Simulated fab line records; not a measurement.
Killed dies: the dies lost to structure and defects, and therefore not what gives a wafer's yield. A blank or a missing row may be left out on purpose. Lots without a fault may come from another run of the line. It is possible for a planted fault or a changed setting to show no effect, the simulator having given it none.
Chamber matching + flow berkeley-cmos170 + UCB170_GATE_ETCH_15 on rie-si-02: 4 sister chambers
The step etches poly-Si in HBr/Cl2, stops on SiO2, time 56.3 s, target depth 278.2 nm. 8 wafers are shown with their chamber, then 9 later ones without.

## WAFERS WITH THEIR CHAMBER
| wafer  | chamber | throttle-valve-pct (%) | drypump-motor-current-A (A) |
|--------|---------|------------------------|-----------------------------|
| L921.6 | 2       | 26.80                  | 5.63                        |
| L922.3 | 2       | 26.79                  | 5.67                        |
| L923.1 | 0       | 26.71                  | 5.53                        |
| L934.1 | 3       | 26.41                  | 6.21                        |
| L934.6 | 1       | 26.18                  | 5.62                        |
| L937.1 | 1       | 26.18                  | 5.65                        |
| L937.4 | 3       | 26.43                  | 6.21                        |
| L937.5 | 0       | 26.70                  | 5.53                        |

## WAFERS WITH NO CHAMBER GIVEN
| wafer  | throttle-valve-pct (%) | drypump-motor-current-A (A) |
|--------|------------------------|-----------------------------|
| L942.1 | 26.18                  | 5.64                        |
| L942.2 | 26.71                  | 5.54                        |
| L942.3 | 26.43                  | 6.20                        |
| L940.1 | 26.18                  | 5.63                        |
| L940.3 | 26.44                  | 6.18                        |
| L940.6 | 26.42                  | 6.17                        |
| L943.3 | 26.70                  | 5.52                        |
| L943.4 | 26.91                  | 5.68                        |
| L943.6 | 26.71                  | 5.54                        |

## THE CHAMBER EACH PASSED THROUGH
| wafer  | from the rows above | in truth |
|--------|---------------------|----------|
| L942.1 | 1                   | 1        |
| L942.2 | 0                   | 0        |
| L942.3 | 3                   | 3        |
| L940.1 | 1                   | 1        |
| L940.3 | 3                   | 3        |
| L940.6 | 3                   | 3        |
| L943.3 | 0                   | 0        |
| L943.4 | 2                   | 2        |
| L943.6 | 0                   | 0        |
Placed correctly: 9 of 9. Number that these rows cannot place: 0. Wrongly placed: 0.
How it was worked out, from the rows above alone: a wafer's distance from a chamber is the root of the sum, over the readings, of the square of ((its reading less the chamber's mean) divided by the reading's scatter). If the next closest chamber is less than 2 further off than the closest, the wafer can't be placed; otherwise it belongs to the closest. Each chamber's mean is taken over the wafers shown for it. How the scatter is found: for the shown wafers, subtract from each reading the mean of its chamber, square and add these, divide the total by (wafers less chambers), then take the root.
